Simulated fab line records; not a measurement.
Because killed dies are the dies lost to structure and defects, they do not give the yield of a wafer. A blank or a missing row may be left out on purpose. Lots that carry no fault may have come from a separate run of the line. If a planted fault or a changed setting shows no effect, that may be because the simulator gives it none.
Struck lot and sound lot, side by side | flow rit_cmos | 15 steps out of a route of 202
Sound: the wafers L383.1, L383.3, L383.5. The struck wafers were L395.1, L395.3, L395.4. Last of all comes the cause.
At each step with rows: each side's tool, then ch and its chambers, then its first start. Under that, the readings that differ: sound wafers | struck wafers | difference of the means | sigmas: that difference in standard deviations of wafers without a fault.
alike: readings with means less than 2 such deviations apart, plus words and numbers identical on both sides. not compared: withheld readings, readings lacking a value on some wafer, bounds such as >300 that could conceal the same value, and numbers that have no deviation in the record and whose values overlap.
Wherever a step has rows on one side only, a row that says differs or no value, or a row with sigmas, the two part there. When numbers do not overlap yet have no deviation, they are printed without sigmas and do not part them. A reading that every wafer of one side lacks parts them only if that side has two wafers or more.

first, 6 steps without rows for these wafers: RIT_PRETRO_HMDS_00 (prime time 60 s); RIT_PRETRO_COAT_01 (resist thk 1300 nm); RIT_PRETRO_SOFTBAKE_02 (time 60 s); RIT_PRETRO_EXPOSE_03 (exposes mask M5, target cd 43700 nm); RIT_PRETRO_PEB_04; RIT_PRETRO_DEVELOP_05 (develop time 68 s).
RIT_PRETRO_OVL_MEAS_06:
  sound on overlay-01, day 2 08:23; struck on overlay-02, day 4 19:55
  alike: PRETRO_OVL
then, 2 steps without rows for these wafers: RIT_PRETRO_HARDBAKE_07 (time 120 s); RIT_PRETRO_IMPLANT_08.
RIT_PRETRO_STRIP_09: strips in O2, time 180 s.
  sound on plasma_asher-03 ch 0,1, day 2 08:50; struck on plasma_asher-01 ch 0,1, day 4 20:21
  alike: chamber_pressure_mTorr, drypump_motor_current_A
  not compared: rf_hours_counter_h
RIT_PRETRO_TW_MEAS_10:
  sound on film_metro-01, day 2 09:00; struck on film_metro-03, day 4 20:31
  reading   | sound       | struck      | difference | sigmas
  PRETRO_TW | 470 468 468 | 487 486 486 | +18        | +2
then, 1 step without rows for these wafers: RIT_GATE_WET_ETCH_00 (etches SiO2 in BOE, target depth 56 nm, time 60 s).
RIT_GATE_CLEAN_01: cleans in SC1, time 600 s.
  sound on wet_bench-04 ch 0, day 2 09:05; struck on wet_bench-04 ch 2, day 4 20:37
  no value came back on the struck wafers for bath_guard_temp_C (C), bath_heat_duty_pct (%); on the sound wafers bath_guard_temp_C (C) reads 75.0 74.9 74.5
then, 1 step without rows for these wafers: RIT_GATE_CLEAN_02 (cleans in dHF, time 30 s).
RIT_M1_PROBE_99:
  sound on prober-01, day 3 10:41; struck on prober-01, day 6 00:11
  alike: killed_at_contacts, killed_at_front_end, killed_dies, killed_open, killed_short

## WHERE THEY PART
Last at RIT_GATE_CLEAN_01 as far as this record goes, first at RIT_PRETRO_TW_MEAS_10. Later steps at which nothing parts them and some readings are alike: RIT_M1_PROBE_99.

WHY: what the simulator had put in
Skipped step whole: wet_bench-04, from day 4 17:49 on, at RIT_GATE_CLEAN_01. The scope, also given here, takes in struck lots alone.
